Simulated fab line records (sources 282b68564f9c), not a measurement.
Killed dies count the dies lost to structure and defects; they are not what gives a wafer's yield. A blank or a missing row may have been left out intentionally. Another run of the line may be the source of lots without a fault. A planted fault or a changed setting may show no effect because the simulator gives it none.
Lot-split experiment / flow ritCmos / on a route of 202 steps: 5 lots, 23 wafers read

## ON THE SPLIT
At RIT_NRETRO_COAT_01 (resist thk 1300 nm), the setting resistThkNm was moved away from the recipe's 1300 nm on 5 of the 23 wafers read, by -4.3% to +5.4%. All remaining wafers had this setting at the recipe value.

## FROM THE SPLIT TO THE READING: what the file shows between them, 3 steps
- RIT_NRETRO_SOFTBAKE_02: time 60 s
- RIT_NRETRO_EXPOSE_03: exposes mask M4, target cd 43900 nm
- RIT_NRETRO_DEVELOP_05: develop time 68 s

## THE READING
NOVOLAK_of_NRETRO_COAT_01.thkNm (the simulator's own value, which no gauge read), in nm, at RIT_NRETRO_HARDBAKE_07 (time 120 s). The file does not state a usual value for it. Across the 18 wafers here that went through the recipe, the average is 1137 nm and the standard deviation 2.3 nm.

wafer=L078.1; tool, chamber at the split=lithoTrack-01, 0; resistThkNm as run, nm=1300; against the recipe=recipe; NOVOLAK_of_NRETRO_COAT_01.thkNm, nm=1138; against lot-mates on the recipe=-
wafer=L078.2; tool, chamber at the split=lithoTrack-01, 0; resistThkNm as run, nm=1300; against the recipe=recipe; NOVOLAK_of_NRETRO_COAT_01.thkNm, nm=1138; against lot-mates on the recipe=-
wafer=L078.5; tool, chamber at the split=lithoTrack-01, 0; resistThkNm as run, nm=1300; against the recipe=recipe; NOVOLAK_of_NRETRO_COAT_01.thkNm, nm=1136; against lot-mates on the recipe=-
wafer=L079.1; tool, chamber at the split=lithoTrack-04, 0; resistThkNm as run, nm=1300; against the recipe=recipe; NOVOLAK_of_NRETRO_COAT_01.thkNm, nm=1138; against lot-mates on the recipe=-
wafer=L079.2; tool, chamber at the split=lithoTrack-04, 0; resistThkNm as run, nm=1300; against the recipe=recipe; NOVOLAK_of_NRETRO_COAT_01.thkNm, nm=1134; against lot-mates on the recipe=-
wafer=L079.3; tool, chamber at the split=lithoTrack-04, 0; resistThkNm as run, nm=1370; against the recipe=+5.4%; NOVOLAK_of_NRETRO_COAT_01.thkNm, nm=1194; against lot-mates on the recipe=+58
wafer=L079.5; tool, chamber at the split=lithoTrack-04, 0; resistThkNm as run, nm=1370; against the recipe=+5.4%; NOVOLAK_of_NRETRO_COAT_01.thkNm, nm=1196; against lot-mates on the recipe=+60
wafer=L079.6; tool, chamber at the split=lithoTrack-04, 0; resistThkNm as run, nm=1300; against the recipe=recipe; NOVOLAK_of_NRETRO_COAT_01.thkNm, nm=1135; against lot-mates on the recipe=-
wafer=L080.1; tool, chamber at the split=lithoTrack-04, 0; resistThkNm as run, nm=1300; against the recipe=recipe; NOVOLAK_of_NRETRO_COAT_01.thkNm, nm=1138; against lot-mates on the recipe=-
wafer=L080.2; tool, chamber at the split=lithoTrack-04, 0; resistThkNm as run, nm=1300; against the recipe=recipe; NOVOLAK_of_NRETRO_COAT_01.thkNm, nm=1135; against lot-mates on the recipe=-
wafer=L080.3; tool, chamber at the split=lithoTrack-04, 0; resistThkNm as run, nm=1300; against the recipe=recipe; NOVOLAK_of_NRETRO_COAT_01.thkNm, nm=1136; against lot-mates on the recipe=-
wafer=L080.4; tool, chamber at the split=lithoTrack-04, 0; resistThkNm as run, nm=1300; against the recipe=recipe; NOVOLAK_of_NRETRO_COAT_01.thkNm, nm=1133; against lot-mates on the recipe=-
wafer=L080.5; tool, chamber at the split=lithoTrack-04, 0; resistThkNm as run, nm=1300; against the recipe=recipe; NOVOLAK_of_NRETRO_COAT_01.thkNm, nm=1134; against lot-mates on the recipe=-
wafer=L084.1; tool, chamber at the split=lithoTrack-02, 0; resistThkNm as run, nm=1300; against the recipe=recipe; NOVOLAK_of_NRETRO_COAT_01.thkNm, nm=1139; against lot-mates on the recipe=-
wafer=L084.5; tool, chamber at the split=lithoTrack-02, 0; resistThkNm as run, nm=1300; against the recipe=recipe; NOVOLAK_of_NRETRO_COAT_01.thkNm, nm=1139; against lot-mates on the recipe=-
wafer=L084.6; tool, chamber at the split=lithoTrack-02, 0; resistThkNm as run, nm=1300; against the recipe=recipe; NOVOLAK_of_NRETRO_COAT_01.thkNm, nm=1139; against lot-mates on the recipe=-
wafer=L084.2; tool, chamber at the split=lithoTrack-02, 0; resistThkNm as run, nm=1300; against the recipe=recipe; NOVOLAK_of_NRETRO_COAT_01.thkNm, nm=1141; against lot-mates on the recipe=-
wafer=L084.3; tool, chamber at the split=lithoTrack-02, 0; resistThkNm as run, nm=1300; against the recipe=recipe; NOVOLAK_of_NRETRO_COAT_01.thkNm, nm=1140; against lot-mates on the recipe=-
wafer=L085.2; tool, chamber at the split=lithoTrack-02, 0; resistThkNm as run, nm=1244; against the recipe=-4.3%; NOVOLAK_of_NRETRO_COAT_01.thkNm, nm=1092; against lot-mates on the recipe=-47
wafer=L085.3; tool, chamber at the split=lithoTrack-02, 0; resistThkNm as run, nm=1300; against the recipe=recipe; NOVOLAK_of_NRETRO_COAT_01.thkNm, nm=1138; against lot-mates on the recipe=-
wafer=L085.4; tool, chamber at the split=lithoTrack-02, 0; resistThkNm as run, nm=1244; against the recipe=-4.3%; NOVOLAK_of_NRETRO_COAT_01.thkNm, nm=1089; against lot-mates on the recipe=-50
wafer=L085.5; tool, chamber at the split=lithoTrack-02, 0; resistThkNm as run, nm=1244; against the recipe=-4.3%; NOVOLAK_of_NRETRO_COAT_01.thkNm, nm=1089; against lot-mates on the recipe=-50
wafer=L085.6; tool, chamber at the split=lithoTrack-02, 0; resistThkNm as run, nm=1300; against the recipe=recipe; NOVOLAK_of_NRETRO_COAT_01.thkNm, nm=1140; against lot-mates on the recipe=-

THE FIT
A straight line over all 23 wafers: NOVOLAK_of_NRETRO_COAT_01.thkNm changes by +10.8 nm for each +1% of resistThkNm; r = +1.00; the points scatter about the line by 2.2 nm.
The same after taking each lot's own level away (the mean of its wafers on the recipe; 23 wafers): +11.2 nm for each +1%; r = +1.00; scatter 1.4 nm.
The reading moves by 60 nm for the largest change in resistThkNm, on that fit.
Measured against the standard deviation above, the lots' own levels, which go from 1135.2 to 1139.6 nm, span 1.9 times it.
So the lot-to-lot level changes the slope little: the two slopes agree.
Check: for one of the wafers moved furthest among these (+5.4%), held out of the fit, the line's prediction against its lot-mates is +60.8 nm. It came out at +58.3 nm against them.

## OTHER SPLITS ON THESE WAFERS
Other splits were also applied to these wafers ahead of the reading. Each is held against what the fit with the lots' levels taken away leaves over:
other split on the same wafers=RIT_ACTIVE_OXIDATION_01 tempC; wafers away from the commonest value=18; r with NOVOLAK_of_NRETRO_COAT_01.thkNm (lot level and that fit taken away)=-0.11
other split on the same wafers=RIT_ACTIVE_EXPOSE_08 doseMj; wafers away from the commonest value=8; r with NOVOLAK_of_NRETRO_COAT_01.thkNm (lot level and that fit taken away)=-0.37
other split on the same wafers=RIT_ACTIVE_DEVELOP_10 developTimeS; wafers away from the commonest value=10; r with NOVOLAK_of_NRETRO_COAT_01.thkNm (lot level and that fit taken away)=-0.02

## THE WHOLE CHAIN: every reading that the file lists as answering this split, in the file's order
step=RIT_NRETRO_COAT_01; what it does=resist thk 1300 nm; reading=NOVOLAK_of_NRETRO_COAT_01.thkNm (the simulator's own value, which no gauge read); change (the file's fit)=+12.9 nm for each +1% of the setting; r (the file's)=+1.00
step=RIT_NRETRO_HARDBAKE_07; what it does=time 120 s; reading=NOVOLAK_of_NRETRO_COAT_01.thkNm (the simulator's own value, which no gauge read); change (the file's fit)=+11.1 nm for each +1% of the setting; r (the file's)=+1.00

## FILE'S OWN FIT
NOVOLAK_of_NRETRO_COAT_01.thkNm changes by +11.1 nm for each +1% of resistThkNm, r = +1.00.
